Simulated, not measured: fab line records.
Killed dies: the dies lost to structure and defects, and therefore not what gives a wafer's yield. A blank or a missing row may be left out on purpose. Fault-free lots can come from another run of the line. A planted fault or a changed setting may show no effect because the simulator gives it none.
Commonality check across tools | flow rit_cmos | 14 lots and 48 wafers in the sample

THE REASON FOR OPENING IT
At RIT_PRETRO_TW_MEAS_10 the reading PRETRO_TW is flagged on 2 of 14 lots. Fault-free wafers read 471, with a standard deviation of 4.9.
Rule: a lot is flagged when every wafer of it that has a number lies more than 4 standard deviations from that mean, or none has a number. The rest of the lots are taken to be sound.

lot  | measured    | on            | PRETRO_TW, wafer by wafer | flag
L571 | day 2 12:22 | film_metro-02 | 473 476 475               |
L572 | day 2 18:02 | film_metro-03 | 466 466 467               |
L573 | day 2 23:11 | film_metro-04 | 476 476 474               |
L574 | day 3 06:20 | film_metro-04 | 474 474 473               |
L575 | day 3 08:25 | film_metro-03 | 469 468 467               |
L576 | day 3 14:46 | film_metro-02 | 477 476 474               |
L577 | day 3 18:43 | film_metro-02 | 476 474 473               |
L579 | day 4 07:15 | film_metro-03 | 465 464 467               |
L580 | day 4 09:55 | film_metro-02 | 477 477 477               |
L581 | day 4 14:37 | film_metro-04 | 475 476 475               |
L586 | day 5 18:14 | film_metro-04 | 440 442 440 441 442 441   | FLAGGED
L589 | day 6 10:11 | film_metro-03 | 430 430 427 431 432 429   | FLAGGED
L591 | day 7 00:03 | film_metro-03 | 468 468 467               |
L593 | day 7 12:51 | film_metro-03 | 467 467 466               |
On average the flagged lots' numbers are 435, which is -36 against the usual, or -7 standard deviations.

LOT BY LOT: THE TOOL USED
Before the reading, the record contains 2 process steps out of a 202-step route. Each cell gives the tool, then ch followed by the chambers the sampled wafers passed through, then the start.
lot  | flag    | RIT_ACTIVE_STRIP_14                 | RIT_PRETRO_IMPLANT_08
L571 |         | plasma_asher-02 ch 0,1, day 1 19:50 | implanter-03 ch 0, day 2 12:03
L572 |         | plasma_asher-02 ch 0,1, day 2 01:04 | implanter-03 ch 0, day 2 17:43
L573 |         | plasma_asher-02 ch 0,1, day 2 06:02 | implanter-04 ch 0, day 2 22:53
L574 |         | plasma_asher-01 ch 0,1, day 2 12:35 | implanter-01 ch 0, day 3 06:01
L575 |         | plasma_asher-02 ch 0,1, day 2 15:50 | implanter-04 ch 0, day 3 08:06
L576 |         | plasma_asher-02 ch 0,1, day 2 20:58 | implanter-03 ch 0, day 3 14:26
L577 |         | plasma_asher-03 ch 0,1, day 3 01:58 | implanter-03 ch 0, day 3 18:24
L579 |         | plasma_asher-03 ch 0,1, day 3 13:32 | implanter-03 ch 0, day 4 06:56
L580 |         | plasma_asher-01 ch 0,1, day 3 16:50 | implanter-03 ch 0, day 4 09:35
L581 |         | plasma_asher-02 ch 0,1, day 3 21:58 | implanter-04 ch 0, day 4 14:17
L586 | FLAGGED | plasma_asher-02 ch 0,1, day 5 00:02 | implanter-04 ch 0, day 5 17:55
L589 | FLAGGED | plasma_asher-01 ch 0,1, day 5 14:56 | implanter-04 ch 0, day 6 09:52
L591 |         | plasma_asher-01 ch 0,1, day 6 00:50 | implanter-03 ch 0, day 6 23:44
L593 |         | plasma_asher-03 ch 0,1, day 6 15:08 | implanter-03 ch 0, day 7 12:32
What the steps here do:
- RIT_ACTIVE_STRIP_14: strips in O2, time 180 s.
- RIT_PRETRO_IMPLANT_08
- RIT_PRETRO_TW_MEAS_10

FLAGGED OVER TOTAL, TOOL BY TOOL (the gauges that took the reading come last)
step                  | tool            | lots run | flagged | share of the flagged lots | sound lots run after its first flagged lot
RIT_ACTIVE_STRIP_14   | plasma_asher-01 | 4        | 1       | some                      | 1 (L591)
RIT_ACTIVE_STRIP_14   | plasma_asher-02 | 7        | 1       | some                      | 0
RIT_ACTIVE_STRIP_14   | plasma_asher-03 | 3        | 0       | none                      | -
RIT_PRETRO_IMPLANT_08 | implanter-01    | 1        | 0       | none                      | -
RIT_PRETRO_IMPLANT_08 | implanter-03    | 8        | 0       | none                      | -
RIT_PRETRO_IMPLANT_08 | implanter-04    | 5        | 2       | all                       | 0
RIT_PRETRO_TW_MEAS_10 | film_metro-02   | 4        | 0       | none                      | -
RIT_PRETRO_TW_MEAS_10 | film_metro-03   | 6        | 1       | some                      | 2 (L591,L593)
RIT_PRETRO_TW_MEAS_10 | film_metro-04   | 4        | 1       | some                      | 0

WHAT THE TABLE ALLOWS
In the table, 1 row covers all flagged lots: implanter-04 at RIT_PRETRO_IMPLANT_08.
- implanter-04 at RIT_PRETRO_IMPLANT_08 ran 5 lots, 2 of them flagged. Its last sound lot is L581 (day 4 14:17), its first flagged lot L586 (day 5 17:55): a fault that began between those two fits. Its own readings (beam_energy_keV) fall more than 4 standard deviations out on all wafers of the flagged lots.
Just one tool remains: implanter-04 at RIT_PRETRO_IMPLANT_08.

WHAT THE SIMULATOR PUT IN
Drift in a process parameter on implanter-04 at RIT_PRETRO_IMPLANT_08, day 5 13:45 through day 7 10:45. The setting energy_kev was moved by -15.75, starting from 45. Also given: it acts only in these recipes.
Lots struck among those shown: L586, L589. The rule given above showed the same thing.
